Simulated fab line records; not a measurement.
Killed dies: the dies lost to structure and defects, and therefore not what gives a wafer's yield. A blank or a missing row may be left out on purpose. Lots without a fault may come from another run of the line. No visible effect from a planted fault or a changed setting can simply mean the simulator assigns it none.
The same fault as seen by 2 desks | flow berkeley_cmos170 | numbers are kept per desk, each desk with only its own; the story behind them comes last

AT THE METROLOGY DESK
What the gauges read for every lot (on any tool): the sampled wafers with a number, averaged. If a lot's mean is further than 4 standard deviations from the usual mean, the lot is out of limits and carries the mark OUT (the distance appears in the brackets).
Columns: A = PSD_RS at UCB170_SDANNEAL_RS_MEAS_02, usual 75.8 ohm/sq; B = NSD_RS at UCB170_SDANNEAL_RS_MEAS_03, usual 37.28 ohm/sq; C = PLDD_RS at UCB170_SDANNEAL_RS_MEAS_04, usual 1031.3 ohm/sq; D = NLDD_RS at UCB170_SDANNEAL_RS_MEAS_05, usual 616.0 ohm/sq; E = SILICIDE_TI_RS at UCB170_SILICIDE_RS_MEAS_02, usual 27.14 ohm/sq; F = SILICIDE_TI_THK at UCB170_SILICIDE_THK_MEAS_03, usual 28.9 nm
lot  | first seen here | A    | B     | C      | D     | E     | F
L933 | day 8 11:42     | 75.5 | 37.25 | 1034.4 | 616.1 | 27.33 | 29.1
L939 | day 9 04:45     | 76.3 | 37.31 | 1035.6 | 615.6 | 26.97 | 29.1
L940 | day 9 14:28     | 75.3 | 37.21 | 1028.1 | 615.5 | 27.34 | 28.7
L943 | day 10 04:08    | 75.6 | 37.27 | 1031.5 | 616.2 | 27.21 | 29.0
L942 | day 10 04:20    | 76.0 | 37.13 | 1030.1 | 614.3 | 27.14 | 29.0
L941 | day 10 04:24    | 75.8 | 37.49 | 1028.6 | 616.6 | 26.83 | 29.1
Finding of this desk: none of the 6 lots has anything out of limits.

AT THE TOOL OWNER'S DESK: rtp_anneal-02
At UCB170_SILICIDE_RTA_04 (time 15 s), the tool's own readings, given per lot that ran on this tool as the mean of the sampled wafers with a number. If a lot's mean is further than 4 standard deviations from the usual mean, the lot is out of limits and carries the mark OUT (the distance appears in the brackets).
Columns: A = chamber_o2_ppm at UCB170_SILICIDE_RTA_04, usual 2.005; B = lamp_power_pct at UCB170_SILICIDE_RTA_04, usual 10.0 %; C = wafer_temp_C_max at UCB170_SILICIDE_RTA_04, usual 653.8
lot  | first seen here | A                         | B    | C
L939 | day 9 05:30     | 1.996                     | 10.3 | 653.6
L940 | day 9 15:13     | 302.003 (+99 or more) OUT | 10.3 | 654.0
L941 | day 10 05:09    | 302.007 (+99 or more) OUT | 10.3 | 654.3
This desk's verdict: out of limits on L940, L941, starting with L940 at day 9 15:13 (chamber_o2_ppm at UCB170_SILICIDE_RTA_04). In limits: L939.

PUT TOGETHER
The tool owner's desk had the chance to raise an alarm at day 9 15:13 on L940, L941.
At the metrology desk, nothing out of limits was observed.
The metrology desk has L940, L941 on record, within its limits.
All the named lots went through UCB170_SILICIDE_RTA_04 on rtp_anneal-02.

WHAT WAS PUT IN BY THE SIMULATOR
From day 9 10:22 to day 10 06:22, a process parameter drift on rtp_anneal-02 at UCB170_SILICIDE_RTA_04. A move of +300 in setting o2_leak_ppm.
Shown lots that were struck: L940, L941.
How many hours passed from the start of the fault until each desk's first out-of-limits reading: the tool owner's desk, 5.
